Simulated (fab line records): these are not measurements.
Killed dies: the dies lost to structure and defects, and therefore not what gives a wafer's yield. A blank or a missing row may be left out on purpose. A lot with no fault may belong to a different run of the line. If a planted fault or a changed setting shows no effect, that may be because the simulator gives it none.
Which of the tools did it? + flow ritCmos + 13 lots, 39 wafers sampled, at 2 steps of a route of 202

## WHAT THE GAUGES READ, wafer by wafer
The record lacks any reading of a measuring or inspecting step that a usual standard deviation could be used to judge.

## TOOL THAT RAN EACH LOT (tool first, then ch and the chambers of the sampled wafers, then the start)
| lot  | RIT_SDANNEAL_RTA_03            | RIT_M1_PROBE_99        |
|------|--------------------------------|------------------------|
| L952 | rtpAnneal-01 ch 0, day 3 07:20 | prober-01, day 3 15:03 |
| L953 | rtpAnneal-02 ch 0, day 3 07:42 | prober-01, day 3 15:43 |
| L954 | rtpAnneal-01 ch 0, day 3 11:38 | prober-01, day 3 18:59 |
| L955 | rtpAnneal-02 ch 0, day 3 15:55 | prober-01, day 3 23:19 |
| L956 | rtpAnneal-01 ch 0, day 3 22:26 | prober-01, day 4 05:59 |
| L957 | rtpAnneal-02 ch 0, day 4 02:56 | prober-01, day 4 10:46 |
| L958 | rtpAnneal-01 ch 0, day 4 07:40 | prober-01, day 4 16:04 |
| L959 | rtpAnneal-02 ch 0, day 4 11:35 | prober-01, day 4 19:10 |
| L966 | rtpAnneal-01 ch 0, day 5 23:55 | prober-01, day 6 07:39 |
| L968 | rtpAnneal-01 ch 0, day 6 09:16 | prober-01, day 6 17:32 |
| L971 | rtpAnneal-02 ch 0, day 7 00:45 | prober-01, day 7 09:26 |
| L973 | rtpAnneal-02 ch 0, day 7 09:43 | prober-01, day 7 17:30 |
| L975 | rtpAnneal-02 ch 0, day 7 20:36 | prober-01, day 8 04:04 |
- RIT_SDANNEAL_RTA_03: time 5 s.
- RIT_M1_PROBE_99

## WHAT THE TOOLS THEMSELVES READ (means of the sampled wafers that have a number; where no wafer has one, the mark that the record gives instead)
RIT_SDANNEAL_RTA_03.
| lot  | tool         | rampDownCPerS | wafer_temp_C_max |
|------|--------------|---------------|------------------|
| L952 | rtpAnneal-01 | 171.00        | 1052.0           |
| L953 | rtpAnneal-02 | 170.98        | 1053.6           |
| L954 | rtpAnneal-01 | 170.99        | 1053.0           |
| L955 | rtpAnneal-02 | 170.99        | 1053.4           |
| L956 | rtpAnneal-01 | 171.00        | 1053.6           |
| L957 | rtpAnneal-02 | 171.01        | 1052.9           |
| L958 | rtpAnneal-01 | 171.02        | 1053.6           |
| L959 | rtpAnneal-02 | 171.00        | 1054.2           |
| L966 | rtpAnneal-01 | 34.19         | 1053.7           |
| L968 | rtpAnneal-01 | 34.19         | 1053.6           |
| L971 | rtpAnneal-02 | 171.01        | 1053.9           |
| L973 | rtpAnneal-02 | 171.00        | 1053.7           |
| L975 | rtpAnneal-02 | 171.01        | 1052.7           |

RIT_M1_PROBE_99.
| lot  | tool      | killedAtContacts | killedAtFrontEnd | killedDies | killedOnRim | killedOpen | killedShort |
|------|-----------|------------------|------------------|------------|-------------|------------|-------------|
| L952 | prober-01 | 0.7              | 7                | 8          | 1.3         | 2.3        | 4.7         |
| L953 | prober-01 | 0.0              | 6                | 6          | 0.7         | 2.7        | 3.7         |
| L954 | prober-01 | 0.0              | 7                | 7          | 2.3         | 4.0        | 3.0         |
| L955 | prober-01 | 0.0              | 9                | 9          | 2.3         | 3.3        | 5.7         |
| L956 | prober-01 | 0.0              | 3                | 3          | 1.7         | 1.7        | 1.7         |
| L957 | prober-01 | 0.0              | 8                | 8          | 1.7         | 4.7        | 3.3         |
| L958 | prober-01 | 0.0              | 7                | 7          | 2.0         | 3.0        | 4.0         |
| L959 | prober-01 | 0.0              | 4                | 4          | 1.0         | 2.3        | 2.0         |
| L966 | prober-01 | 0.0              | 8                | 8          | 1.3         | 2.7        | 5.0         |
| L968 | prober-01 | 0.0              | 6                | 6          | 1.7         | 3.0        | 3.3         |
| L971 | prober-01 | 0.0              | 7                | 7          | 2.7         | 4.3        | 3.0         |
| L973 | prober-01 | 0.0              | 4                | 4          | 1.0         | 2.3        | 1.3         |
| L975 | prober-01 | 0.0              | 7                | 7          | 1.7         | 2.3        | 4.3         |

## THE ANSWER, worked out from the rows above alone
Rule: the usual values come from the lots themselves. The widest of any qualifying gaps counts: lots, ordered by their means at a reading, are off when they make up no more than a third of the lots, leave a main group of 4 or more, and stand apart from it by 3 or more times the standard deviation of that group's means. Not used: any main group whose means are identical at the precision the tables above print for the reading. A lot without any number at a reading at which 4 lots or more have one is off too. Where the step has rows for the other lots, those lots are counted as sound. The gauges are gone through in route order, then the tools' own readings, and for those a lot's mean is taken as printed above. The first step at which some lot is off is used, and at that step the reading that is off furthest; a lot without a number counts as furthest.
Off at RIT_SDANNEAL_RTA_03 (rampDownCPerS): L966, L968. For the main group the mean is 171.00 and the standard deviation 0.011.
If a tool, at that step or one of the process steps before it, ran each lot that is off and ran no sound lot following the first of them, it fits. One fits: RIT_SDANNEAL_RTA_03 on rtpAnneal-01. Its last sound lot is L958 (day 4 07:40), its first lot that is off L966 (day 5 23:55): a fault that began between those two fits.
The tool's own readings at RIT_SDANNEAL_RTA_03 bear it out: on the lots that are off they differ by more than 5 times the standard deviation of the sound lots' means. rampDownCPerS reads 34.19 there against 171.00 on the sound lots.

## WHAT HAD BEEN PUT IN BY THE SIMULATOR
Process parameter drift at RIT_SDANNEAL_RTA_03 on rtpAnneal-01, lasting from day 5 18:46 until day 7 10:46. The setting rampDownCPerS was moved by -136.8, starting from 171.
Lots struck among those shown: L966, L968. The rule given above showed the same thing.
